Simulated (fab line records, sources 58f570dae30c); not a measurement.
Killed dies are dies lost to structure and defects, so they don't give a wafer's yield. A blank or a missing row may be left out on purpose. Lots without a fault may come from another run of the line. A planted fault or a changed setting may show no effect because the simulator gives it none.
A struck lot beside a sound one | flow berkeley_cmos170 | 15 steps out of a route of 331
Sound: wafers L978.2, L978.4, L978.6. Struck: wafers L977.1, L977.3, L977.6. The cause comes at the end.
At each step with rows: each side's tool, then ch and its chambers, then its first start. Under that, the readings that differ: sound wafers | struck wafers | difference of the means | sigmas: that difference in standard deviations of wafers without a fault.
alike: readings whose means differ by less than 2 such deviations, and words and numbers that are the same on both sides. not compared: withheld readings, readings that some wafer has no value for, bounds like >300 that may hide the same value, and numbers for which the record gives no deviation and whose values overlap.
The two part at a step that has a row with sigmas, a row that says differs or no value, or rows on one side only. Numbers that don't overlap but have no deviation are shown without sigmas and don't part them. A reading that every wafer of one side lacks parts them only if that side has two wafers or more.

UCB170_PFIELD_OVL_MEAS_06:
  sound on overlay-01, day 9 09:47; struck on overlay-01, day 8 23:04
  alike: PFIELD_OVL
then, 1 step without rows for these wafers: UCB170_PFIELD_IMPLANT_07.
UCB170_PFIELD_STRIP_08: strips in O2.
  sound on plasma_asher-04 ch 0,1, day 9 09:58; struck on plasma_asher-02 ch 0,1, day 8 23:14
  alike: drypump_motor_current_A, oes_product_au, strip_time_to_endpoint_s
  not compared: rf_hours_counter_h
UCB170_PFIELD_TW_MEAS_09:
  sound on film_metro-02, day 9 10:05; struck on film_metro-02, day 8 23:20
  alike: PFIELD_TW
then, 2 steps without rows for these wafers: UCB170_FIELD_CLEAN_00 (cleans in dHF, time 7.5 s); UCB170_FIELD_OXIDATION_01 (target thk 558.3 nm, ox time 7200 s).
UCB170_FIELD_THK_MEAS_02:
  sound on film_metro-03, day 9 17:52; struck on film_metro-01, day 9 07:27
  alike: FIELD_OXIDE_THK
then, 4 steps without rows for these wafers: UCB170_FIELD_ANNEAL_03 (time 1200 s); UCB170_FIELD_WET_ETCH_04 (etches SiO2 in dHF, time 60 s); UCB170_FIELD_WET_ETCH_05 (etches Si3N4 in H3PO4, time 12600 s); UCB170_FIELD_WET_ETCH_06 (etches SiO2 in BOE, time 22 s).
UCB170_FIELD_THK_MEAS_90:
  sound on film_metro-03, day 10 04:55; struck on film_metro-01, day 9 15:23
  alike: FIELD_OXIDE_LEFT_1_THK
UCB170_SACOX_CLEAN_00: cleans in dHF, time 7.5 s.
  sound on wet_bench-01 ch 3, day 10 05:25; struck on wet_bench-03 ch 3, day 9 15:27
  reading    | sound       | struck | difference                    | sigmas
  time_s (s) | 7.5 7.5 7.5 | - - -  | no value on the struck wafers |
then, 2 steps without rows for these wafers: UCB170_SACOX_OXIDATION_01 (target thk 14.4 nm, ox time 2400 s); UCB170_M3_PROBE_99.

WHERE THEY PART
Only at UCB170_SACOX_CLEAN_00, within this record.

WHY: what the simulator had put in
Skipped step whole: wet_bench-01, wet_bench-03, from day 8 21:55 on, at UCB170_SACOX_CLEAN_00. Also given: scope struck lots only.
